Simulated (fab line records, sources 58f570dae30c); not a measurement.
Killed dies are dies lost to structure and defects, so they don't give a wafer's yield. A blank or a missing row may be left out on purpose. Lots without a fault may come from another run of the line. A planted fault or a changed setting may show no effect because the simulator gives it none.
Which tool did it? | flow berkeley_cmos170 | 6 lots, 18 wafers sampled, at 2 steps of a route of 331

WHAT THE GAUGES READ, wafer by wafer
UCB170_M1_CD_MEAS_09: target cd 700 nm.
lot  | measured     | on        | cd_nm (nm)
L458 | day 7 09:17  | cd_sem-01 | 699.3 698.4 699.2
L460 | day 7 22:32  | cd_sem-02 | 615.2 615.5 615.4
L466 | day 9 07:40  | cd_sem-02 | 700.2 699.3 700.2
L472 | day 10 03:53 | cd_sem-01 | 699.2 699.8 699.7
L471 | day 10 23:09 | cd_sem-02 | 698.5 699.0 699.5
L477 | day 11 03:26 | cd_sem-01 | 697.6 698.1 697.0

WHICH TOOL RAN EACH LOT (tool, then ch and the chambers of the sampled wafers, then the start)
lot  | UCB170_M1_EXPOSE_06
L458 | krf_scanner-02 ch 0, day 7 08:54
L460 | krf_scanner-01 ch 0, day 7 21:43
L466 | krf_scanner-02 ch 0, day 9 07:05
L472 | krf_scanner-02 ch 0, day 10 02:42
L471 | krf_scanner-02 ch 0, day 10 22:43
L477 | krf_scanner-01 ch 0, day 11 02:41
- UCB170_M1_EXPOSE_06: exposes mask METAL1, target cd 700 nm.

THE ANSWER, worked out from the rows above alone
Rule: what is usual is taken from the lots themselves. Put in order of their means at a reading, lots are off if they are a third of the lots or fewer, leave a main group of 4 or more, and stand apart from it by a gap of 3 or more times the standard deviation of the main group's means; of several such gaps the widest counts. A main group whose means are all the same, to the digits that the tables above print for the reading, isn't used. A lot without any number at a reading at which 4 lots or more have one is off too. The other lots that the step has rows for count as sound.
Off: L460, at UCB170_M1_CD_MEAS_09 (cd_nm). The main group: mean 699.0 nm, standard deviation 0.8.
A tool fits if, at a process step before that reading, it ran every lot that is off, and no sound lot after the first of them. The gauges at UCB170_M1_CD_MEAS_09 are tried like those tools. None of those tried fits.

WHAT THE SIMULATOR HAD PUT IN
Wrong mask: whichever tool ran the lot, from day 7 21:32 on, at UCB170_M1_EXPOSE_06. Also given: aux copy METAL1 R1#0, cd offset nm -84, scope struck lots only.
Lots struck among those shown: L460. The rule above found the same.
